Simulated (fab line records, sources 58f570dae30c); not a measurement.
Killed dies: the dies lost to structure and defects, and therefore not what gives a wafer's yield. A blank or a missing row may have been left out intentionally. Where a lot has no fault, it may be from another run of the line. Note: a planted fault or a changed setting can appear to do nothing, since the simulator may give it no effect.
Lot-split experiment || flow berkeley_cmos170 || on a route of 331 steps: 5 lots, 23 wafers read

== SPLIT DETAILS ==
At UCB170_NWELL_IMPLANT_14, the setting dose_cm2 was moved away from the recipe's 1e+13 on 10 of the 23 wafers read, by -7.2% to +6.0%. All remaining wafers had this setting at the recipe value.

== SPLIT TO READING: what lies between them in the file, 1 step ==
- UCB170_NWELL_STRIP_15: strips in O2

== THE READING ==
NWELL_TW, at UCB170_NWELL_TW_MEAS_16. A value of 1256 with a standard deviation of 15 is what fault-free wafers of this fab line usually give.

{"wafer": "L076.1", "tool, chamber at the split": "implanter-01, 0", "dose_cm2 as run": 9.667e+12, "against the recipe": "-3.3%", "NWELL_TW": 1226, "against lot-mates on the recipe": -16}
{"wafer": "L076.3", "tool, chamber at the split": "implanter-01, 0", "dose_cm2 as run": 9.667e+12, "against the recipe": "-3.3%", "NWELL_TW": 1229, "against lot-mates on the recipe": -13}
{"wafer": "L076.4", "tool, chamber at the split": "implanter-01, 0", "dose_cm2 as run": 1e+13, "against the recipe": "recipe", "NWELL_TW": 1246, "against lot-mates on the recipe": "-"}
{"wafer": "L076.5", "tool, chamber at the split": "implanter-01, 0", "dose_cm2 as run": 1e+13, "against the recipe": "recipe", "NWELL_TW": 1242, "against lot-mates on the recipe": "-"}
{"wafer": "L076.6", "tool, chamber at the split": "implanter-01, 0", "dose_cm2 as run": 1e+13, "against the recipe": "recipe", "NWELL_TW": 1237, "against lot-mates on the recipe": "-"}
{"wafer": "L075.2", "tool, chamber at the split": "implanter-04, 0", "dose_cm2 as run": 1e+13, "against the recipe": "recipe", "NWELL_TW": 1237, "against lot-mates on the recipe": "-"}
{"wafer": "L075.3", "tool, chamber at the split": "implanter-04, 0", "dose_cm2 as run": 1.06e+13, "against the recipe": "+6.0%", "NWELL_TW": 1258, "against lot-mates on the recipe": "+25"}
{"wafer": "L075.4", "tool, chamber at the split": "implanter-04, 0", "dose_cm2 as run": 1e+13, "against the recipe": "recipe", "NWELL_TW": 1233, "against lot-mates on the recipe": "-"}
{"wafer": "L075.5", "tool, chamber at the split": "implanter-04, 0", "dose_cm2 as run": 1e+13, "against the recipe": "recipe", "NWELL_TW": 1230, "against lot-mates on the recipe": "-"}
{"wafer": "L075.6", "tool, chamber at the split": "implanter-04, 0", "dose_cm2 as run": 1.06e+13, "against the recipe": "+6.0%", "NWELL_TW": 1262, "against lot-mates on the recipe": "+29"}
{"wafer": "L077.1", "tool, chamber at the split": "implanter-03, 0", "dose_cm2 as run": 1.046e+13, "against the recipe": "+4.6%", "NWELL_TW": 1295, "against lot-mates on the recipe": "+22"}
{"wafer": "L077.2", "tool, chamber at the split": "implanter-03, 0", "dose_cm2 as run": 1e+13, "against the recipe": "recipe", "NWELL_TW": 1272, "against lot-mates on the recipe": "-"}
{"wafer": "L077.3", "tool, chamber at the split": "implanter-03, 0", "dose_cm2 as run": 1.046e+13, "against the recipe": "+4.6%", "NWELL_TW": 1292, "against lot-mates on the recipe": "+20"}
{"wafer": "L077.4", "tool, chamber at the split": "implanter-03, 0", "dose_cm2 as run": 1e+13, "against the recipe": "recipe", "NWELL_TW": 1273, "against lot-mates on the recipe": "-"}
{"wafer": "L077.6", "tool, chamber at the split": "implanter-03, 0", "dose_cm2 as run": 1.046e+13, "against the recipe": "+4.6%", "NWELL_TW": 1291, "against lot-mates on the recipe": "+18"}
{"wafer": "L078.1", "tool, chamber at the split": "implanter-01, 0", "dose_cm2 as run": 1e+13, "against the recipe": "recipe", "NWELL_TW": 1239, "against lot-mates on the recipe": "-"}
{"wafer": "L078.2", "tool, chamber at the split": "implanter-01, 0", "dose_cm2 as run": 9.277e+12, "against the recipe": "-7.2%", "NWELL_TW": 1204, "against lot-mates on the recipe": -32}
{"wafer": "L078.4", "tool, chamber at the split": "implanter-01, 0", "dose_cm2 as run": 1e+13, "against the recipe": "recipe", "NWELL_TW": 1232, "against lot-mates on the recipe": "-"}
{"wafer": "L078.5", "tool, chamber at the split": "implanter-01, 0", "dose_cm2 as run": 9.277e+12, "against the recipe": "-7.2%", "NWELL_TW": 1204, "against lot-mates on the recipe": -32}
{"wafer": "L078.6", "tool, chamber at the split": "implanter-01, 0", "dose_cm2 as run": 9.277e+12, "against the recipe": "-7.2%", "NWELL_TW": 1218, "against lot-mates on the recipe": -18}
{"wafer": "L085.3", "tool, chamber at the split": "implanter-04, 0", "dose_cm2 as run": 1e+13, "against the recipe": "recipe", "NWELL_TW": 1263, "against lot-mates on the recipe": "-"}
{"wafer": "L085.4", "tool, chamber at the split": "implanter-04, 0", "dose_cm2 as run": 1e+13, "against the recipe": "recipe", "NWELL_TW": 1264, "against lot-mates on the recipe": "-"}
{"wafer": "L085.5", "tool, chamber at the split": "implanter-04, 0", "dose_cm2 as run": 1e+13, "against the recipe": "recipe", "NWELL_TW": 1266, "against lot-mates on the recipe": "-"}

THE FIT
A straight line over all 23 wafers: NWELL_TW changes by +5.57 for each +1% of dose_cm2; r = +0.80; the points scatter about the line by 16.
The same after taking each lot's own level away (the mean of its wafers on the recipe; 23 wafers): +4.06 for each +1%; r = +0.97; scatter 3.6.
On that fit, the largest move of dose_cm2 shifts the reading by 29.
From 1233.3 to 1272.5: that is the span of the lots' own levels, equal to 2.6 times the standard deviation above.
So the slope is not independent of the lot-to-lot level: the two fits are not the same.
Check: for one of the wafers moved furthest among these (-7.2%), held out of the fit, the line's prediction against its lot-mates is -28. Against them it came out at -31.5.

== OTHER SPLITS ON THESE WAFERS ==
Note: prior to the reading, these wafers also went through further splits. Each is held against what the fit with the lots' levels taken away leaves over:
{"other split on the same wafers": "UCB170_ZERO_COAT_01 spin_rpm", "wafers away from the commonest value": 6, "r with NWELL_TW (lot level and that fit taken away)": -0.11}
{"other split on the same wafers": "UCB170_NWELL_OXIDATION_01 temp_c", "wafers away from the commonest value": 15, "r with NWELL_TW (lot level and that fit taken away)": "+0.05"}

== THE FILE'S OWN FIT ==
NWELL_TW changes by +4.05 for each +1% of dose_cm2, r = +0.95.
